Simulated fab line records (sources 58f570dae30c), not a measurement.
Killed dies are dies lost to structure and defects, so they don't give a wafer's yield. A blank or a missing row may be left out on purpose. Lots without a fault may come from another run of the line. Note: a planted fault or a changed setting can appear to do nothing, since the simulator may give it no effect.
Which tool was responsible? | flow berkeleyCmos170 | 14 lots with 42 wafers sampled at 2 steps, on a route of 331 steps

WHAT THE GAUGES SHOWED, per wafer
UCB170_PLDD_CD_MEAS_06 targets a cd of 1200 nm. Usual: 1199.8 nm for cdNm, sd 1.2.
lot  | measured     | on       | cdNm (nm)            | flag
L786 | day 7 08:20  | cdSem-02 | 1199.3 1197.9 1198.8 | 
L787 | day 7 09:04  | cdSem-02 | 1199.2 1198.5 1199.9 | 
L788 | day 7 21:32  | cdSem-01 | 1203.4 1202.8 1202.0 | 
L790 | day 7 21:47  | cdSem-02 | 1199.4 1199.0 1198.7 | 
L791 | day 8 12:26  | cdSem-02 | 1200.8 1200.4 1200.0 | 
L794 | day 8 18:49  | cdSem-01 | 1200.3 1198.3 1199.6 | 
L792 | day 8 19:02  | cdSem-02 | 1200.6 1199.2 1199.7 | 
L793 | day 8 19:44  | cdSem-01 | 1197.2 1197.9 1197.4 | 
L796 | day 9 07:50  | cdSem-01 | 1201.2 1201.8 1201.2 | 
L798 | day 10 01:06 | cdSem-02 | 1188.2 1188.6 1187.0 | OFF
L800 | day 10 01:46 | cdSem-01 | 1192.1 1191.8 1192.8 | OFF
L802 | day 10 14:57 | cdSem-02 | 1199.5 1199.5 1198.7 | 
L807 | day 11 13:34 | cdSem-01 | 1200.5 1199.8 1200.0 | 
L809 | day 11 20:36 | cdSem-02 | 1202.1 1199.9 1202.1 | 

WHICH TOOL RAN EACH LOT (tool, then ch and the chambers of the sampled wafers, then the start)
lot  | UCB170_PLDD_EXPOSE_03
L786 | krfScanner-02 ch 0, day 7 07:50
L787 | krfScanner-02 ch 0, day 7 08:18
L788 | krfScanner-02 ch 0, day 7 21:08
L790 | krfScanner-01 ch 0, day 7 21:24
L791 | krfScanner-01 ch 0, day 8 11:50
L794 | krfScanner-01 ch 0, day 8 18:16
L792 | krfScanner-01 ch 0, day 8 18:35
L793 | krfScanner-02 ch 0, day 8 18:53
L796 | krfScanner-01 ch 0, day 9 06:36
L798 | krfScanner-02 ch 0, day 10 00:40
L800 | krfScanner-02 ch 0, day 10 01:23
L802 | krfScanner-01 ch 0, day 10 14:32
L807 | krfScanner-01 ch 0, day 11 12:58
L809 | krfScanner-01 ch 0, day 11 19:49
- UCB170_PLDD_EXPOSE_03: exposes mask PSELECT, target cd 1200 nm.

AS READ BY THE TOOLS THEMSELVES (means over the sampled wafers that have a number; for cases with no such wafer, the mark the record gives instead)
UCB170_PLDD_EXPOSE_03. Usual: exposureDoseMJCm2 29.97, standard deviation 0.031; reticleTempC 23.00 C, standard deviation 0.12.
lot  | tool          | exposureDoseMJCm2 | reticleTempC (C) | flag
L786 | krfScanner-02 | 29.99             | 23.02            | 
L787 | krfScanner-02 | 29.99             | 23.13            | 
L788 | krfScanner-02 | 29.99             | 22.99            | 
L790 | krfScanner-01 | 29.97             | 22.91            | 
L791 | krfScanner-01 | 29.96             | 22.95            | 
L794 | krfScanner-01 | 29.97             | 23.15            | 
L792 | krfScanner-01 | 29.96             | 23.11            | 
L793 | krfScanner-02 | 30.00             | 23.07            | 
L796 | krfScanner-01 | 29.99             | 23.07            | 
L798 | krfScanner-02 | 28.19             | 23.10            | OFF
L800 | krfScanner-02 | 28.55             | 22.88            | OFF
L802 | krfScanner-01 | 29.92             | 23.05            | 
L807 | krfScanner-01 | 29.95             | 22.89            | 
L809 | krfScanner-01 | 29.94             | 22.93            | 

THE ANSWER, worked out from the rows above alone
Rule: a lot is off if the mean of its wafers that have a number lies more than 3 standard deviations from the usual mean. A lot without any number at a reading at which 4 lots or more have one is off too. All remaining lots with rows at the step are treated as sound. First the gauges in route order, then the tools' own readings, where a lot's mean is used as printed above. The first step at which some lot is off is used, and at that step the reading that is off furthest; a lot without a number counts as furthest.
Off: L798, L800, at UCB170_PLDD_CD_MEAS_06 (cdNm).
A tool fits if, at a process step before that reading, it ran every lot that is off, and no sound lot after the first of them. The gauges at UCB170_PLDD_CD_MEAS_06 aren't tried: what is off there is off at UCB170_PLDD_EXPOSE_03 too, on other tools, and a gauge's error can't cause that. One fits: UCB170_PLDD_EXPOSE_03 on krfScanner-02. A fault onset in the window from L793 (day 8 18:53, its last sound lot) to L798 (day 10 00:40, its first lot off) fits.
The tool's own readings at UCB170_PLDD_EXPOSE_03 bear it out: on the lots that are off they differ by more than 5 times the standard deviation of the sound lots' means. exposureDoseMJCm2 reads 28.37 there against 29.97 on the sound lots.

WHAT WAS PUT IN BY THE SIMULATOR
Process parameters drifting: krfScanner-02 at UCB170_PLDD_EXPOSE_03, beginning at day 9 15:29. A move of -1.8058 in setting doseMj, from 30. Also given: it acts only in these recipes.
Struck lots among those shown: L798, L800. This agrees with what the rule above found.
